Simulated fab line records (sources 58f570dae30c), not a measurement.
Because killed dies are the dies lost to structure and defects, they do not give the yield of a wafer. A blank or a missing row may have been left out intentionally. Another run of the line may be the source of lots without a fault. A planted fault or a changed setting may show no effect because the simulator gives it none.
Struck lot and sound lot, side by side || flow berkeley cmos170 || 14 out of 331 route steps
Sound: these wafers, L319.2, L319.5, L319.6. Wafers L312.1, L312.5, L312.6 were the ones struck. The cause is given at the end.
Order at every step that has rows: each side's tool, ch and its chambers, its first start. Under that, the readings that differ: sound wafers || struck wafers || difference of the means || sigmas: that difference in standard deviations of wafers without a fault.
alike: readings with means less than 2 such deviations apart, plus words and numbers identical on both sides. not compared: withheld readings, readings lacking a value on some wafer, bounds such as >300 that could conceal the same value, and numbers that have no deviation in the record and whose values overlap.
The two part at a step that has a row with sigmas, a row that says differs or no value, or rows on one side only. Numbers that don't overlap but have no deviation are shown without sigmas and don't part them. A reading missing from all wafers of one side parts the sides only when that side holds two or more wafers.

first, 6 steps without rows for these wafers: UCB170_ZERO_HMDS_00 (prime time 60 s); UCB170_ZERO_COAT_01 (resist thk 900 nm); UCB170_ZERO_SOFTBAKE_02 (time 60 s); UCB170_ZERO_EXPOSE_03 (exposes mask PM MARKS, target cd 4000 nm); UCB170_ZERO_PEB_04; UCB170_ZERO_DEVELOP_05 (develop time 45 s).
UCB170_ZERO_ETCH_06: etches SiO2 in CHF3/CF4/Ar, time 12 s.
  sound on rie diel-01 ch 0,2,3, day 5 04:38; struck on rie diel-04 ch 1,2, day 3 12:37
  alike: drypump motor current A, oes product au, throttle valve pct
  not compared: rf hours counter h
UCB170_ZERO_STRIP_07: strips in O2.
  sound on plasma asher-04 ch 0,1, day 5 04:39; struck on plasma asher-02 ch 0,1, day 3 12:39
  alike: drypump motor current A, oes product au, strip time to endpoint s
  not compared: rf hours counter h
then, 2 steps without rows for these wafers: UCB170_NWELL_WET_ETCH_00 (etches SiO2 in dHF, time 200 s); UCB170_NWELL_OXIDATION_01 (target thk 26.4 nm, ox time 1260 s).
UCB170_NWELL_THK_MEAS_02:
  sound on film metro-01, day 5 09:23; struck on film metro-02, day 3 16:31
  alike: NWELL_OXIDE_THK
then, 1 step without rows for these wafers: UCB170_NWELL_ANNEAL_03 (time 900 s).
UCB170_NWELL_CVD_04: deposits Si3N4 from SiH2Cl2/NH3, target thk 224 nm, time 3360 s.
  sound on lpcvd-01 ch 0, day 5 14:34; struck on lpcvd-02 ch 1, day 3 19:01
  no value came back on the struck wafers for nh3 flow sccm (sccm), pressure mtorr (mTorr); on the sound wafers nh3 flow sccm (sccm) reads 74.79 74.90 74.89
UCB170_M3_PROBE_99:
  the record has rows for the sound wafers here (prober-02, day 11 00:13) and none for the struck ones

## WHERE THEY PART
First at UCB170_NWELL_CVD_04; last, within this record, at UCB170_M3_PROBE_99.

WHY: whatever the simulator had introduced
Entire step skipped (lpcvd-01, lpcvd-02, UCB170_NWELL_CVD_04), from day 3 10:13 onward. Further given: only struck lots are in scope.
